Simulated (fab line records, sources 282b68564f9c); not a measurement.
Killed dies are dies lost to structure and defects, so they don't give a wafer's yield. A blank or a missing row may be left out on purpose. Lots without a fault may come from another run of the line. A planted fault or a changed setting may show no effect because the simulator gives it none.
Problem report in the 8D (eight disciplines) form, filled by code | flow rit_cmos | the parts of the form that need people (team, actions taken, sign-off) are left out

1. THE PROBLEM
killed_at_front_end at RIT_M1_PROBE_99 reads a mean of 33 on 3 wafers of 1 lot; wafers without a fault read 7 with a standard deviation of 3. That is +8.8 standard deviations from the usual mean.
First seen on wafer L727.2, day 6 09:55, on prober-02. The record holds 39 wafers of 13 lots with a number at this step. Rule for "out", or "out of limits": more than 4 standard deviations from the usual mean. The other wafers with a number count as sound.

2. WHAT IT IS AND WHAT IT IS NOT
question                    | is                               | is not
which readings at this step | killed_at_front_end, killed_dies | killed_at_contacts, killed_on_rim, killed_open
which lots                  | L727                             | L713, L714, L715, L716, L717, L718, L719, L726, L732, L733, L734, L736
which wafers of those lots  | all that have a number           | -
read on which tools         | prober-02                        | prober-01
when                        | from day 6 09:55                 | up to then (24 sound wafers); but 12 sound wafers of L732, L733, L734, L736 came after

3. SUSPECTS, AND WHAT RULES EACH OUT
Counting: a tool at a process step up to the reading stays a suspect if it ran every lot that is out and no sound lot after the first of them.
- wet_bench-02 at RIT_ACTIVE_CLEAN_17 (cleans in SC2, time 600 s): kept. It ran the lot that is out, L727 (day 4 13:20), and no sound lot after that; its last sound lot up to then is L719 (day 2 21:30).
- prober-02 at RIT_M1_PROBE_99: ruled out as a lasting fault. Sound lots L732, L734, L736 ran on it after its first lot that is out, L727 (day 6 09:55).
Left after counting: wet_bench-02 at RIT_ACTIVE_CLEAN_17.

4. THE CAUSE (what the simulator had put in)
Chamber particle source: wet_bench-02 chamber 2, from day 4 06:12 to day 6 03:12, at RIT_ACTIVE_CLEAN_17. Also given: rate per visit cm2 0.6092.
Counting left only this tool.

5. THE CHAIN OF EFFECTS, in route order
Each row: a reading whose mean over the struck wafers that have a number lies more than 3 standard deviations from the usual. Only readings for which the record gives a usual standard deviation are gone through. hours: the time from each lot's start at the first step in this table that gives one to its start at this step, as a median over the lots. sigmas: the change in usual standard deviations.
hours | step            | reading             | usual | on struck wafers | change | sigmas
0     | RIT_M1_PROBE_99 | killed_at_front_end | 7     | 33               | +26    | +8.8
0     | RIT_M1_PROBE_99 | killed_dies         | 7     | 33               | +26    | +8.5
The process steps in it:
- RIT_M1_PROBE_99

6. WHAT WOULD HAVE CAUGHT IT SOONER
In this record the first reading out of limits was taken at day 6 09:55, 52 hours after the fault began at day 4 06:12.
All the lots that are out (1) had begun RIT_ACTIVE_CLEAN_17 on wet_bench-02 by day 6 09:55. A hold on the tool at that time would have spared none of them.
